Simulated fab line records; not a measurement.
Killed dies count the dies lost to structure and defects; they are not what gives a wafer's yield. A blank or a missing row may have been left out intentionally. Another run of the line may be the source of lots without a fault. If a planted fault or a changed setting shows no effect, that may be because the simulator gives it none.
fab line records	flow rit_cmos
record: lots: 5	wafers: 23
route steps=202 shown GATE@91 PLDD@115 PSD@143 CONTACT@168
start_h: the number of hours between the record's first day and the start of the first shown wafer of the lot	wait_h: hours from the lot's prior step to this one	" the same as in the row above	L1.1+2: one row covering several wafers at once	- no value, or no start was given	* or withheld: withheld	< > ~ a bound
route shown NAME@n: a module of which the file shows steps, and the number in the route of the first	usual: the fault-free wafers' mean and standard deviation	same: alike in all rows	chamber/n: place in a boat	sites: the reading at each site	_std_site: the values' standard deviation	_edge_site: mean of outer sites minus mean of inner sites	radius_mm: for every site, how far away it sits from the centre of the wafer	mask NAME#n: copy n	behind: the most recent tool/chamber to have shaped the wafer	hold: what put the lot on hold/how long, in hours/how the hold closed	device: names the non-switching transistor (n, p or np)	end of line: tests run on the same wafers once the route is complete	a step given without rows: its recipe and nothing more	killed: not the wafer's yield, but the dies lost to structure and defects at the first sort	map: a wafer's dies, x killed, . not, _ none there
set.NAME: the run value of the setting; set.NAME@STEP: its run value at that earlier step	model.NAME: the simulator's own value behind a step, which no gauge read
lots where settings were altered on purpose, with a table for each step and a row for each wafer
== steps ==
step: RIT_GATE_DEVELOP_15
recipe: resist: NOVOLAK	develop_time_s: 50	dev_temp_c: 23
lot.wafer	tool	chamber	start_h	wait_h	set.develop_time_s
L075.1+2+6	litho_track-02	0	-	-	50
L075.3+4	"	0	"	"	51.94
L076.2+3+5	litho_track-02	0	-	-	50
L076.4+6	"	0	"	"	55.54
L079.2+3+4+5+6	litho_track-04	0	-	-	50
L080.2+5	litho_track-01	0	-	-	48.1
L080.3+4+6	"	0	"	"	50
L085.2+3+4	litho_track-01	0	-	-	50
step: RIT_GATE_CD_MEAS_16
recipe: target_cd_nm: 150
usual: cd_nm: 149.9/2.6
lot.wafer	tool	chamber	start_h	wait_h	set.develop_time_s@GATE_DEVELOP_15	cd_nm
L075.1	cd_sem-02	-	47.73	-	50	149.6
L075.2	"	-	"	"	50	153.9
L075.3	"	-	"	"	51.94	153.0
L075.4	"	-	"	"	51.94	145.9
L075.6	"	-	"	"	50	162.6
L076.2	cd_sem-01	-	50.50	-	50	145.0
L076.3	"	-	"	"	50	144.6
L076.4	"	-	"	"	55.54	126.6
L076.5	"	-	"	"	50	143.7
L076.6	"	-	"	"	55.54	127.1
L079.2	cd_sem-02	-	64.95	-	50	146.5
L079.3	"	-	"	"	50	149.7
L079.4	"	-	"	"	50	150.8
L079.5	"	-	"	"	50	152.0
L079.6	"	-	"	"	50	145.3
L080.2	cd_sem-01	-	70.28	-	48.1	159.6
L080.3	"	-	"	"	50	152.3
L080.4	"	-	"	"	50	151.0
L080.5	"	-	"	"	48.1	156.1
L080.6	"	-	"	"	50	154.9
L085.2	cd_sem-01	-	98.66	-	50	147.6
L085.3	"	-	"	"	50	151.0
L085.4	"	-	"	"	50	148.8
step: RIT_GATE_HARDBAKE_18
recipe: resist: NOVOLAK	temp_c: 140	time_s: 60
lot.wafer	tool	chamber	start_h	wait_h	set.resist_thk_nm@GATE_COAT_11	model.NOVOLAK_of_GATE_COAT_11.thk_nm
L075.1	litho_track-02	0	47.88	0.0	850	752.4
L075.2	"	0	"	"	850	753
L075.3	"	0	"	"	893.3	791.8
L075.4	"	0	"	"	850	751
L075.6	"	0	"	"	893.3	791.7
L076.2	litho_track-02	0	50.66	0.0	850	757
L076.3	"	0	"	"	850	755
L076.4	"	0	"	"	850	756.5
L076.5	"	0	"	"	850	756.7
L076.6	"	0	"	"	850	755.1
L079.2	litho_track-04	0	65.11	0.0	822.2	729.1
L079.3	"	0	"	"	850	752.2
L079.4	"	0	"	"	850	750.9
L079.5	"	0	"	"	850	752.9
L079.6	"	0	"	"	822.2	727.8
L080.2	litho_track-01	0	70.44	0.0	868.2	770.6
L080.3	"	0	"	"	868.2	769.1
L080.4	"	0	"	"	850	754.9
L080.5	"	0	"	"	850	753.1
L080.6	"	0	"	"	868.2	767.1
L085.2	litho_track-04	0	98.83	0.0	850	755.1
L085.3	"	0	"	"	850	754.1
L085.4	"	0	"	"	850	753.1
step: RIT_GATE_ETCH_19
recipe: chemistry: SF6/CHF3/O2	time_s: 165	SF6_flow_sccm: 30	CHF3_flow_sccm: 30	O2_flow_sccm: 5	target: poly-Si	pressure_mtorr: 40	rf_w: 160	target_depth_a: 3125	over_etch_frac: 0.25	stop_on: SiO2
lot.wafer	tool	chamber	start_h	wait_h	set.resist_thk_nm@GATE_COAT_11	set.develop_time_s@GATE_DEVELOP_15	model.NOVOLAK_of_GATE_COAT_11.thk_nm	model.GATE.cd_nm
L075.1	rie_si-01	3	48.03	0.1	850	50	667.6	149.8
L075.2	"	0	"	"	850	50	668.4	154
L075.3	"	2	"	"	893.3	51.94	708.6	153
L075.4	"	3	"	"	850	51.94	666.4	146.1
L075.6	"	2	"	"	893.3	50	709	162.5
L076.2	rie_si-02	1	50.79	0.1	850	50	673.5	145.1
L076.3	"	3	"	"	850	50	669.5	144.9
L076.4	"	2	"	"	850	55.54	671.8	126.4
L076.5	"	3	"	"	850	50	670.7	143.6
L076.6	"	1	"	"	850	55.54	672.3	127.3
L079.2	rie_si-01	0	65.23	0.1	822.2	50	644.5	146.4
L079.3	"	3	"	"	850	50	667.3	150.2
L079.4	"	0	"	"	850	50	665.2	151.2
L079.5	"	3	"	"	850	50	668.1	152.1
L079.6	"	2	"	"	822.2	50	644.2	145.8
L080.2	rie_si-02	3	70.56	0.1	868.2	48.1	685.8	159.9
L080.3	"	2	"	"	868.2	50	686	152.2
L080.4	"	2	"	"	850	50	671.7	150.8
L080.5	"	1	"	"	850	48.1	669.5	156.2
L080.6	"	3	"	"	868.2	50	682.6	154.6
L085.2	rie_si-01	3	98.95	0.1	850	50	670.1	147.5
L085.3	"	0	"	"	850	50	669.4	151.3
L085.4	"	1	"	"	850	50	671	148.7
step: RIT_GATE_STRIP_20
recipe: chemistry: O2	time_s: 180	resist: NOVOLAK	platen_temp_c: withheld	power_w: 500	pressure_mtorr: 4000	o2_flow_sccm: 4000
step: RIT_GATE_CD_MEAS_90
recipe: target_cd_nm: 150
usual: cd_nm: 149.9/2.6
lot.wafer	tool	chamber	start_h	wait_h	set.develop_time_s@GATE_DEVELOP_15	cd_nm
L075.1	cd_sem-01	-	48.32	0.1	50	149.8
L075.2	"	-	"	"	50	154.3
L075.3	"	-	"	"	51.94	153.1
L075.4	"	-	"	"	51.94	146.1
L075.6	"	-	"	"	50	162.7
L076.2	cd_sem-01	-	51.09	0.1	50	145.2
L076.3	"	-	"	"	50	144.6
L076.4	"	-	"	"	55.54	126.1
L076.5	"	-	"	"	50	143.3
L076.6	"	-	"	"	55.54	127.3
L079.2	cd_sem-02	-	65.54	0.1	50	146.6
L079.3	"	-	"	"	50	150.3
L079.4	"	-	"	"	50	151.5
L079.5	"	-	"	"	50	152.1
L079.6	"	-	"	"	50	145.7
L080.2	cd_sem-01	-	70.87	0.1	48.1	159.9
L080.3	"	-	"	"	50	152.2
L080.4	"	-	"	"	50	151.0
L080.5	"	-	"	"	48.1	155.9
L080.6	"	-	"	"	50	154.3
L085.2	cd_sem-01	-	99.25	0.1	50	147.6
L085.3	"	-	"	"	50	151.5
L085.4	"	-	"	"	50	148.8
step: RIT_PLDD_COAT_01
recipe: resist: NOVOLAK	spin_rpm: 3250	resist_thk_nm: 1000
lot.wafer	tool	chamber	start_h	wait_h	set.resist_thk_nm	model.NOVOLAK_of_PLDD_COAT_01.thk_nm
L075.1	litho_track-01	0	53.51	0.1	1000	998.9
L075.2	"	0	"	"	1000	996.8
L075.3	"	0	"	"	1000	997.5
L075.4	"	0	"	"	1000	995.4
L075.6	"	0	"	"	1000	995.8
L076.2	litho_track-01	0	57.23	0.1	1000	999.4
L076.3	"	0	"	"	1000	998.3
L076.4	"	0	"	"	1000	999.8
L076.5	"	0	"	"	1000	1001
L076.6	"	0	"	"	1000	997.5
L079.2	litho_track-03	0	71.75	0.1	974.2	974.3
L079.3	"	0	"	"	1000	998.6
L079.4	"	0	"	"	974.2	970.4
L079.5	"	0	"	"	1000	997.7
L079.6	"	0	"	"	1000	1001
L080.2+5	litho_track-03	0	76.26	0.1	980.4	978.3
L080.3	"	0	"	"	1000	994.5
L080.4	"	0	"	"	980.4	981.8
L080.6	"	0	"	"	1000	999.3
L085.2+3	litho_track-01	0	103.96	0.1	1000	1001
L085.4	"	0	"	"	1000	1002
step: RIT_PLDD_SOFTBAKE_02
recipe: resist: NOVOLAK	temp_c: 90	time_s: 60
step: RIT_PLDD_EXPOSE_03
recipe: mask_id: M8	na: 0.57	target_cd_nm: 40900	dose_mj: 250
step: RIT_PLDD_DEVELOP_05
recipe: resist: NOVOLAK	develop_time_s: 50	dev_temp_c: 23
step: RIT_PLDD_HARDBAKE_07
recipe: resist: NOVOLAK	temp_c: 141.3	time_s: 60
lot.wafer	tool	chamber	start_h	wait_h	set.resist_thk_nm@PLDD_COAT_01	model.NOVOLAK_of_PLDD_COAT_01.thk_nm
L075.1	litho_track-03	0	54.25	0.0	1000	881
L075.2	"	0	"	"	1000	879.1
L075.3	"	0	"	"	1000	879.8
L075.4	"	0	"	"	1000	878
L075.6	"	0	"	"	1000	878.3
L076.2	litho_track-03	0	58.09	0.0	1000	881.5
L076.3	"	0	"	"	1000	880.5
L076.4	"	0	"	"	1000	881.9
L076.5	"	0	"	"	1000	882.5
L076.6	"	0	"	"	1000	879.8
L079.2	litho_track-01	0	72.49	0.0	974.2	859.6
L079.3	"	0	"	"	1000	880.7
L079.4	"	0	"	"	974.2	856.2
L079.5	"	0	"	"	1000	880
L079.6	"	0	"	"	1000	882.9
L080.2	litho_track-03	0	77.12	0.0	980.4	863.1
L080.3	"	0	"	"	1000	877.2
L080.4	"	0	"	"	980.4	866.1
L080.5	"	0	"	"	980.4	863
L080.6	"	0	"	"	1000	881.4
L085.2+3	litho_track-01	0	104.86	0.1	1000	883.2
L085.4	"	0	"	"	1000	884.1
step: RIT_PLDD_IMPLANT_08
recipe: species: BF2	energy_kev: 20	dose_cm2: 9e+14	tilt_deg: 7
lot.wafer	tool	chamber	start_h	wait_h	set.energy_kev	model.implant.drp_nm
L075.1+3+4	implanter-03	0	54.40	0.1	20	9.752
L075.2+6	"	0	"	"	20.97	10.08
L076.2+6	implanter-01	0	58.24	0.1	20	9.752
L076.3+4+5	"	0	"	"	20.55	9.939
L079.2+4+6	implanter-01	0	72.64	0.1	20	9.752
L079.3+5	"	0	"	"	19.62	9.621
L080.2+4+6	implanter-01	0	77.27	0.1	20.41	9.892
L080.3+5	"	0	"	"	20	9.752
L085.2+3+4	implanter-02	0	105.01	0.1	20	9.752
step: RIT_PSD_COAT_01
recipe: resist: NOVOLAK	spin_rpm: 3250	resist_thk_nm: 1000
lot.wafer	tool	chamber	start_h	wait_h	set.spin_rpm	model.NOVOLAK_of_PSD_COAT_01.thk_nm
L075.1	litho_track-01	0	58.99	0.1	3250	998
L075.2	"	0	"	"	3250	1001
L075.3	"	0	"	"	3095	1024
L075.4	"	0	"	"	3095	1023
L075.6	"	0	"	"	3095	1021
L076.2	litho_track-04	0	62.76	0.1	3412	976.3
L076.3	"	0	"	"	3412	978.9
L076.4	"	0	"	"	3412	976.1
L076.5	"	0	"	"	3250	1003
L076.6	"	0	"	"	3250	1001
L079.2	litho_track-04	0	77.21	0.1	3082	1029
L079.3	"	0	"	"	3082	1031
L079.4	"	0	"	"	3250	1002
L079.5	"	0	"	"	3082	1027
L079.6	"	0	"	"	3250	1003
L080.2	litho_track-04	0	81.90	0.1	3250	1001
L080.3	"	0	"	"	3449	970.6
L080.4	"	0	"	"	3449	971.9
L080.5	"	0	"	"	3449	977
L080.6	"	0	"	"	3250	1003
L085.2	litho_track-04	0	109.63	0.1	3250	998.3
L085.3	"	0	"	"	3250	1002
L085.4	"	0	"	"	3250	995.7
step: RIT_PSD_DEVELOP_05
recipe: resist: NOVOLAK	develop_time_s: 50	dev_temp_c: 23
lot.wafer	tool	chamber	start_h	wait_h	set.dev_temp_c
L075.1+2+3+4+6	litho_track-01	0	-	-	23
L076.2+3+6	litho_track-04	0	-	-	19.57
L076.4+5	"	0	"	"	23
L079.2+3+4	litho_track-02	0	-	-	21.9
L079.5+6	"	0	"	"	23
L080.2+5	litho_track-02	0	-	-	23
L080.3+4+6	"	0	"	"	20.71
L085.2+3+4	litho_track-04	0	-	-	23
step: RIT_PSD_HARDBAKE_07
recipe: resist: NOVOLAK	temp_c: 140	time_s: 60
step: RIT_SDANNEAL_RS_MEAS_06
recipe: thk_meas_gauge: four-point-probe
usual: PLDD_RS: 178.6/0.54
lot.wafer	tool	chamber	start_h	wait_h	set.energy_kev@PLDD_IMPLANT_08	PLDD_RS[ohm/sq]
L075.1	film_metro-02	-	60.94	0.1	20	179.4
L075.2	"	-	"	"	20.97	176.6
L075.3	"	-	"	"	20	179.1
L075.4	"	-	"	"	20	179.2
L075.6	"	-	"	"	20.97	176.4
L076.2	film_metro-03	-	64.72	0.1	20	178.3
L076.3	"	-	"	"	20.55	175.9
L076.4	"	-	"	"	20.55	176.8
L076.5	"	-	"	"	20.55	177.0
L076.6	"	-	"	"	20	177.9
L079.2	film_metro-02	-	79.16	0.1	20	178.7
L079.3	"	-	"	"	19.62	180.2
L079.4	"	-	"	"	20	179.0
L079.5	"	-	"	"	19.62	179.6
L079.6	"	-	"	"	20	178.3
L080.2	film_metro-04	-	84.12	0.1	20.41	178.2
L080.3	"	-	"	"	20	179.3
L080.4	"	-	"	"	20.41	177.9
L080.5	"	-	"	"	20	179.6
L080.6	"	-	"	"	20.41	178.0
L085.2	film_metro-02	-	111.56	0.1	20	177.8
L085.3	"	-	"	"	20	177.8
L085.4	"	-	"	"	20	177.6
step: RIT_CONTACT_CVD_00
recipe: material: SiO2	target_thk_nm: 400	precursor: TEOS	temp_c: 390	time_s: 61	rf_w: 400
lot.wafer	tool	chamber	start_h	wait_h	set.rf_w	model.SiO2_of_CONTACT_CVD_00.thk_nm
L075.1	pecvd-03	1	61.71	0.1	400	395.8
L075.2	"	0	"	"	400	400
L075.3	"	2	"	"	400	402.2
L075.4+6	"	1,2	"	"	400	-
L076.2	pecvd-04	0	65.46	0.0	373.2	389.7
L076.3	"	2	"	"	400	398.5
L076.4	"	1	"	"	373.2	392.6
L076.5	"	0	"	"	373.2	393.2
L076.6	"	2	"	"	400	406.4
L079.2+6	pecvd-04	2,0	79.90	0.0	400	-
L079.3	"	1	"	"	400	400.9
L079.4	"	2	"	"	419.2	-
L079.5	"	1	"	"	419.2	413
L080.2	pecvd-02	0	84.85	0.0	372.2	386.8
L080.3	"	1	"	"	372.2	380.5
L080.4	"	1	"	"	372.2	383
L080.5	"	2	"	"	400	392.9
L080.6	"	0	"	"	400	403.9
L085.2	pecvd-04	1	112.30	0.0	400	401.6
L085.3	"	0	"	"	400	398.7
L085.4	"	1	"	"	400	401.7
step: RIT_CONTACT_EXPOSE_05
recipe: mask_id: M11	na: 0.6	source_shape: conventional	sigma_outer: 0.5	target_cd_nm: 1000	dose_mj: 250
lot.wafer	tool	chamber	start_h	wait_h	mask	set.dose_mj
L075.1+2+4	iline_stepper-02	0	62.53	0.2	M11#0	244.4
L075.3+6	"	0	"	"	M11#0	250
L076.2+5+6	iline_stepper-02	0	66.04	0.1	M11#0	261
L076.3+4	"	0	"	"	M11#0	250
L079.2+3+4+5+6	iline_stepper-01	0	80.74	0.2	M11#0	250
L080.2+3+4+5+6	iline_stepper-01	0	85.43	0.1	M11#0	250
L085.2+3+4	iline_stepper-02	0	112.88	0.1	M11#0	250
step: RIT_CONTACT_PEB_06
recipe: resist: NOVOLAK	temp_c: withheld	time_s: withheld
step: RIT_CONTACT_DEVELOP_07
recipe: resist: NOVOLAK	develop_time_s: 120	dev_temp_c: 23
step: RIT_CONTACT_CD_MEAS_08
recipe: target_cd_nm: 1000
usual: cd_nm: 1000/3.5
lot.wafer	tool	chamber	start_h	wait_h	set.dose_mj@CONTACT_EXPOSE_05	cd_nm
L075.1	cd_sem-02	-	63.04	-	244.4	997
L075.2	"	-	"	"	244.4	995
L075.3	"	-	"	"	250	1001
L075.4	"	-	"	"	244.4	995
L075.6	"	-	"	"	250	1000
L076.2	cd_sem-01	-	66.56	-	261	1013
L076.3	"	-	"	"	250	1001
L076.4	"	-	"	"	250	995
L076.5	"	-	"	"	261	1011
L076.6	"	-	"	"	261	1009
L079.2	cd_sem-02	-	81.26	-	250	997
L079.3	"	-	"	"	250	999
L079.4	"	-	"	"	250	998
L079.5	"	-	"	"	250	1000
L079.6	"	-	"	"	250	997
L080.2	cd_sem-01	-	85.95	-	250	1008
L080.3	"	-	"	"	250	1007
L080.4	"	-	"	"	250	1007
L080.5	"	-	"	"	250	1007
L080.6	"	-	"	"	250	1007
L085.2	cd_sem-02	-	113.52	-	250	999
L085.3	"	-	"	"	250	998
L085.4	"	-	"	"	250	997
step: RIT_CONTACT_HARDBAKE_10
recipe: resist: NOVOLAK	temp_c: 140	time_s: 60
step: RIT_CONTACT_ETCH_11
recipe: target_depth_a: 4800	over_etch_frac: 0.2	stop_on: TiSi2	chemistry: CHF3/CF4/Ar	target: SiO2	CHF3_flow_sccm: 50	cf4_flow_sccm: 10	Ar_flow_sccm: 100	O2_flow_sccm: 5	pressure_mtorr: 100	rf_w: 200	time_s: 320
lot.wafer	tool	chamber	start_h	wait_h	set.rf_w@CONTACT_CVD_00	set.dose_mj@CONTACT_EXPOSE_05	model.etch.depth_nm	model.CONTACT.cd_nm
L075.1	rie_diel-02	3	63.35	0.1	400	244.4	395.8	997.7
L075.2	"	1	"	"	400	244.4	400	995.7
L075.3	"	0	"	"	400	250	402.2	1001
L075.4	"	2	"	"	400	244.4	-	994.5
L075.6	"	2	"	"	400	250	-	999.8
L076.2	rie_diel-03	3	66.84	0.1	373.2	261	389.7	-
L076.3	"	1	"	"	400	250	398.5	1001
L076.4	"	0	"	"	373.2	250	392.6	995.7
L076.5	"	1	"	"	373.2	261	393.2	1010
L076.6	"	0	"	"	400	261	406.4	1009
L079.2	rie_diel-01	1	81.54	0.1	400	250	-	996.5
L079.3	"	3	"	"	400	250	400.9	998.6
L079.4	"	3	"	"	419.2	250	-	998.3
L079.5	"	0	"	"	419.2	250	413	999.9
L079.6	"	1	"	"	400	250	-	996.1
L080.2	rie_diel-02	2	86.24	0.1	372.2	250	386.8	1008
L080.3	"	0	"	"	372.2	250	380.5	1007
L080.4	"	3	"	"	372.2	250	383	1008
L080.5	"	3	"	"	400	250	392.9	1007
L080.6	"	0	"	"	400	250	403.9	1007
L085.2	rie_diel-01	0	113.80	0.1	400	250	401.6	998.6
L085.3	"	1	"	"	400	250	398.7	997.5
L085.4	"	3	"	"	400	250	401.7	996.5
step: RIT_CONTACT_STRIP_12
recipe: chemistry: O2	time_s: 171.1	resist: NOVOLAK	platen_temp_c: withheld	power_w: 500	pressure_mtorr: 4000	o2_flow_sccm: 4000
step: RIT_CONTACT_CD_MEAS_90
recipe: target_cd_nm: 1000
usual: cd_nm: 1000/3.6
lot.wafer	tool	chamber	start_h	wait_h	set.dose_mj@CONTACT_EXPOSE_05	cd_nm
L075.1	cd_sem-02	-	63.72	0.1	244.4	998
L075.2	"	-	"	"	244.4	996
L075.3	"	-	"	"	250	1001
L075.4	"	-	"	"	244.4	995
L075.6	"	-	"	"	250	999
L076.2	cd_sem-01	-	67.23	0.1	261	1013
L076.3	"	-	"	"	250	1001
L076.4	"	-	"	"	250	996
L076.5	"	-	"	"	261	1011
L076.6	"	-	"	"	261	1009
L079.2	cd_sem-02	-	81.93	0.1	250	997
L079.3	"	-	"	"	250	998
L079.4	"	-	"	"	250	998
L079.5	"	-	"	"	250	1000
L079.6	"	-	"	"	250	996
L080.2	cd_sem-01	-	86.63	0.1	250	1008
L080.3	"	-	"	"	250	1007
L080.4	"	-	"	"	250	1008
L080.5	"	-	"	"	250	1008
L080.6	"	-	"	"	250	1008
L085.2	cd_sem-01	-	114.19	0.1	250	998
L085.3	"	-	"	"	250	998
L085.4	"	-	"	"	250	997
== key ==
split: step: RIT_GATE_DEVELOP_15	setting: develop_time_s	stated: 50	by: wafer
response: step: RIT_GATE_CD_MEAS_16	reading: cd_nm	change: -1.56	per: 1%	r: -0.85
response: step: RIT_GATE_ETCH_19	reading: model.GATE.cd_nm	change: -1.58	per: 1%	r: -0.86
response: step: RIT_GATE_CD_MEAS_90	reading: cd_nm	change: -1.57	per: 1%	r: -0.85
split: step: RIT_PLDD_COAT_01	setting: resist_thk_nm	stated: 1000	by: wafer
response: step: RIT_PLDD_COAT_01	reading: model.NOVOLAK_of_PLDD_COAT_01.thk_nm	change: +9.83	per: 1%	r: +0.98
response: step: RIT_PLDD_HARDBAKE_07	reading: model.NOVOLAK_of_PLDD_COAT_01.thk_nm	change: +8.57	per: 1%	r: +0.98
split: step: RIT_PLDD_IMPLANT_08	setting: energy_kev	stated: 20	by: wafer
response: step: RIT_PLDD_IMPLANT_08	reading: model.implant.drp_nm	change: +0.0681	per: 1%	r: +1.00
response: step: RIT_SDANNEAL_RS_MEAS_06	reading: PLDD_RS	change: -0.586	per: 1%	r: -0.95
split: step: RIT_PSD_COAT_01	setting: spin_rpm	stated: 3250	by: wafer
response: step: RIT_PSD_COAT_01	reading: model.NOVOLAK_of_PSD_COAT_01.thk_nm	change: -4.91	per: 1%	r: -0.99
split: step: RIT_PSD_DEVELOP_05	setting: dev_temp_c	stated: 23	by: wafer
response none clear
split: step: RIT_CONTACT_CVD_00	setting: rf_w	stated: 400	by: wafer
response: step: RIT_CONTACT_CVD_00	reading: model.SiO2_of_CONTACT_CVD_00.thk_nm	change: +1.94	per: 1%	r: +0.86
response: step: RIT_CONTACT_ETCH_11	reading: model.etch.depth_nm	change: +1.94	per: 1%	r: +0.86
split: step: RIT_CONTACT_EXPOSE_05	setting: dose_mj	stated: 250	by: wafer
response: step: RIT_CONTACT_CD_MEAS_08	reading: cd_nm	change: +2.69	per: 1%	r: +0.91
response: step: RIT_CONTACT_ETCH_11	reading: model.CONTACT.cd_nm	change: +2.36	per: 1%	r: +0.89
response: step: RIT_CONTACT_CD_MEAS_90	reading: cd_nm	change: +2.56	per: 1%	r: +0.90
split outside_this_file step=RIT_GATE_COAT_11 setting=resist_thk_nm
split outside_this_file: this setting was split too, and the file shows its column; the key of that split is in another file
